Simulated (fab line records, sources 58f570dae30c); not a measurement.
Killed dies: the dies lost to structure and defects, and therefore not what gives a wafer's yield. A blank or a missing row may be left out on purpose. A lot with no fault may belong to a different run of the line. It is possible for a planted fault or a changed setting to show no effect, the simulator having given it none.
Which tool was responsible? :: flow berkeley cmos170 :: 14 lots with 42 wafers sampled at 2 steps, on a route of 331 steps

== WHAT EACH GAUGE READ, for each wafer ==
UCB170_PLDD_TW_MEAS_11.
lot: L565
measured: day 6 04:46
on: film metro-03
PLDD_TW: 1006 1005 1004

lot: L568
measured: day 6 05:01
on: film metro-03
PLDD_TW: 1006 1008 1007

lot: L570
measured: day 6 20:44
on: film metro-03
PLDD_TW: 1008 1004 1005

lot: L571
measured: day 6 20:58
on: film metro-02
PLDD_TW: 1027 1022 1024

lot: L573
measured: day 7 09:53
on: film metro-02
PLDD_TW: 1014 1016 1021

lot: L572
measured: day 7 10:07
on: film metro-02
PLDD_TW: 1022 1021 1023

lot: L575
measured: day 7 19:07
on: film metro-02
PLDD_TW: 1021 1023 1027

lot: L574
measured: day 7 19:38
on: film metro-03
PLDD_TW: 1009 1010 1007

lot: L579
measured: day 8 17:08
on: film metro-02
PLDD_TW: 1427 1434 1424 1428 1430 1429

lot: L578
measured: day 8 17:23
on: film metro-03
PLDD_TW: 1008 1005 1006

lot: L580
measured: day 9 03:33
on: film metro-01
PLDD_TW: 1405 1413 1413 1408 1400 1399

lot: L583
measured: day 9 15:05
on: film metro-01
PLDD_TW: 1005 998 1001

lot: L586
measured: day 10 13:34
on: film metro-03
PLDD_TW: 1008 1001 1005

lot: L588
measured: day 10 21:43
on: film metro-02
PLDD_TW: 1020 1015 1023

== WHAT TOOL EACH LOT RAN ON (gives the tool, then ch and the chambers of the sampled wafers, and finally the start) ==
lot: L565
UCB170_PLDD_IMPLANT_08: implanter-03 ch 0, day 6 04:23

lot: L568
UCB170_PLDD_IMPLANT_08: implanter-04 ch 0, day 6 04:37

lot: L570
UCB170_PLDD_IMPLANT_08: implanter-04 ch 0, day 6 20:20

lot: L571
UCB170_PLDD_IMPLANT_08: implanter-01 ch 0, day 6 20:35

lot: L573
UCB170_PLDD_IMPLANT_08: implanter-03 ch 0, day 7 09:31

lot: L572
UCB170_PLDD_IMPLANT_08: implanter-04 ch 0, day 7 09:45

lot: L575
UCB170_PLDD_IMPLANT_08: implanter-03 ch 0, day 7 18:44

lot: L574
UCB170_PLDD_IMPLANT_08: implanter-04 ch 0, day 7 19:16

lot: L579
UCB170_PLDD_IMPLANT_08: implanter-03 ch 0, day 8 16:44

lot: L578
UCB170_PLDD_IMPLANT_08: implanter-04 ch 0, day 8 17:01

lot: L580
UCB170_PLDD_IMPLANT_08: implanter-03 ch 0, day 9 03:09

lot: L583
UCB170_PLDD_IMPLANT_08: implanter-04 ch 0, day 9 14:42

lot: L586
UCB170_PLDD_IMPLANT_08: implanter-04 ch 0, day 10 13:10

lot: L588
UCB170_PLDD_IMPLANT_08: implanter-04 ch 0, day 10 21:20
- UCB170_PLDD_IMPLANT_08

== WHAT THE TOOLS THEMSELVES READ (means of the sampled wafers that have a number; where no wafer has one, the mark that the record gives instead) ==
UCB170_PLDD_IMPLANT_08.
lot: L565
tool: implanter-03
beam on s (s): 10.00
dose ions cm2: 5e+13
faraday current uA: 158

lot: L568
tool: implanter-04
beam on s (s): 10.26
dose ions cm2: 5e+13
faraday current uA: 155

lot: L570
tool: implanter-04
beam on s (s): 10.01
dose ions cm2: 5e+13
faraday current uA: 159

lot: L571
tool: implanter-01
beam on s (s): 9.95
dose ions cm2: 5e+13
faraday current uA: 160

lot: L573
tool: implanter-03
beam on s (s): 10.01
dose ions cm2: 5e+13
faraday current uA: 158

lot: L572
tool: implanter-04
beam on s (s): 9.87
dose ions cm2: 5e+13
faraday current uA: 160

lot: L575
tool: implanter-03
beam on s (s): 10.03
dose ions cm2: 5e+13
faraday current uA: 158

lot: L574
tool: implanter-04
beam on s (s): 9.90
dose ions cm2: 5e+13
faraday current uA: 160

lot: L579
tool: implanter-03
beam on s (s): 42.34
dose ions cm2: 2e+14
faraday current uA: 187

lot: L578
tool: implanter-04
beam on s (s): 9.77
dose ions cm2: 5e+13
faraday current uA: 163

lot: L580
tool: implanter-03
beam on s (s): 42.64
dose ions cm2: 3e+14
faraday current uA: 186

lot: L583
tool: implanter-04
beam on s (s): 10.00
dose ions cm2: 5e+13
faraday current uA: 159

lot: L586
tool: implanter-04
beam on s (s): 10.03
dose ions cm2: 5e+13
faraday current uA: 158

lot: L588
tool: implanter-04
beam on s (s): 10.21
dose ions cm2: 5e+13
faraday current uA: 156

== THE ANSWER, worked out from the rows above alone ==
Rule: the usual values come from the lots themselves. Put in order of their means at a reading, lots are off if they are a third of the lots or fewer, leave a main group of 4 or more, and stand apart from it by a gap of 3 or more times the standard deviation of the main group's means; of several such gaps the widest counts. A main group is skipped when, at the precision printed for the reading in the tables above, its means are all equal. Also off: a lot with no number at a reading for which 4 or more lots have one. The other lots that the step has rows for count as sound. After the gauges, taken in route order, come the tools' own readings; for these a lot's mean is taken, as printed above. The first step at which some lot is off is used, and at that step the reading that is off furthest; a lot without a number counts as furthest.
Off: at UCB170_PLDD_TW_MEAS_11 (PLDD_TW), L579, L580. For the main group the mean is 1012 and the standard deviation 8.1.
If a tool, at a process step before that reading, ran all the lots that are off and no sound lot after the first of them, it fits. Not tried: the gauges at UCB170_PLDD_TW_MEAS_11; whatever is off there is also off at UCB170_PLDD_IMPLANT_08, on other tools, and gauge error can't account for it. One fits: implanter-03 at UCB170_PLDD_IMPLANT_08. Its last sound lot is L575 (day 7 18:44), its first lot that is off L579 (day 8 16:44): a fault that began between those two fits.
The tool's own readings at UCB170_PLDD_IMPLANT_08 bear it out: on the lots that are off they differ by more than 5 times the standard deviation of the sound lots' means. beam on s reads 42.49 s there against 10.00 s on the sound lots; dose ions cm2 reads 2e+14 there against 5e+13 on the sound lots; faraday current uA reads 186 there against 159 on the sound lots.

== WHAT HAD BEEN PUT IN BY THE SIMULATOR ==
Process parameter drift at UCB170_PLDD_IMPLANT_08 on implanter-03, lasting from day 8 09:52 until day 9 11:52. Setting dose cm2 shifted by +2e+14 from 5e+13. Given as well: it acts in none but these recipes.
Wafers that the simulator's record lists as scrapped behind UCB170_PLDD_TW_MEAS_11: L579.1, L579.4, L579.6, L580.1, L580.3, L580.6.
Lots struck among those shown: L579, L580. The same result came from the rule above.
